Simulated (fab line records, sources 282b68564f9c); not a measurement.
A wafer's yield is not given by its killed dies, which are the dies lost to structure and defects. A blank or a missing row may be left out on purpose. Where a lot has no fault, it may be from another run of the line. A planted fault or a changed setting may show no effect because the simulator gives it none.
2 desks looking at one fault | flow rit_cmos | only its own numbers are on each desk; what lay behind them is given at the end

## TOOL OWNER'S DESK, implanter-04
The tool's own readings at RIT_NWELL_IMPLANT_08, given as means over the sampled wafers that have a number, one for each lot that went through this tool. Any lot whose mean is over 4 standard deviations away from the usual mean is out of limits and marked OUT; that distance is given in the brackets.
Columns: A = dose_ions_cm2 at RIT_NWELL_IMPLANT_08, usual 5e+13; B = faraday_current_uA at RIT_NWELL_IMPLANT_08, usual 158.4
lot  | first seen here | A               | B
L313 | day 1 21:23     | 5e+13           | 156.5
L320 | day 3 07:47     | 5e+13           | 160.4
L322 | day 3 17:37     | 5e+13           | 156.7
L326 | day 4 14:00     | 5e+13           | 158.8
L330 | day 5 12:29     | 5e+13 (+80) OUT | 177.1 (+6.2) OUT
L331 | day 5 16:53     | 6e+13 (+81) OUT | 173.1 (+4.9) OUT
This desk's verdict: out of limits on L330, L331, starting with L330 at day 5 12:29 (dose_ions_cm2 at RIT_NWELL_IMPLANT_08). L313, L320, L322, L326: within limits.

## METROLOGY DESK
What the gauges read for every lot (on any tool): the sampled wafers with a number, averaged. Any lot whose mean is over 4 standard deviations away from the usual mean is out of limits and marked OUT; that distance is given in the brackets.
Columns: A = NWELL_TW at RIT_NWELL_TW_MEAS_10, usual 2135; B = NWELL_RS at RIT_WELLDRIVE_RS_MEAS_01, usual 275.3 ohm/sq
lot  | first seen here | A               | B
L313 | day 1 21:41     | 2111            | 275.7
L314 | day 2 01:56     | 2136            | 275.2
L316 | day 2 12:25     | 2132            | 274.2
L318 | day 3 01:57     | 2143            | 274.8
L319 | day 3 04:20     | 2130            | 273.7
L320 | day 3 08:07     | 2139            | 274.8
L322 | day 3 17:55     | 2124            | 274.9
L326 | day 4 14:20     | 2129            | 274.9
L328 | day 5 00:24     | 2140            | 276.4
L330 | day 5 12:49     | 2215 (+8.0) OUT | 259.8 (-19) OUT
L331 | day 5 17:11     | 2209 (+7.4) OUT | 259.4 (-20) OUT
L333 | day 6 02:43     | 2141            | 275.0
L334 | day 6 06:30     | 2135            | 276.4
L335 | day 6 11:47     | 2138            | 275.4
This desk's finding: out of limits on L330, L331; first on L330, day 5 12:49 (NWELL_TW at RIT_NWELL_TW_MEAS_10). L313, L314, L316, L318, L319, L320, L322, L326, L328, L333, L334, L335: within limits.

## TAKEN TOGETHER
The tool owner's desk could have raised an alarm at day 5 12:29, on L330, L331.
The metrology desk could have raised an alarm at day 5 12:49, on L330, L331.
On implanter-04, each named lot ran RIT_NWELL_IMPLANT_08.

## WHAT THE SIMULATOR HAD PUT IN
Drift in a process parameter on implanter-04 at RIT_NWELL_IMPLANT_08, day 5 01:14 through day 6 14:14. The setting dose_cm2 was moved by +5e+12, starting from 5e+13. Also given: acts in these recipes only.
Struck lots among those shown: L330, L331.
Delay (hours) between the fault's onset and each desk's first out-of-limits reading: 11 at the tool owner's desk, 12 at the metrology desk.
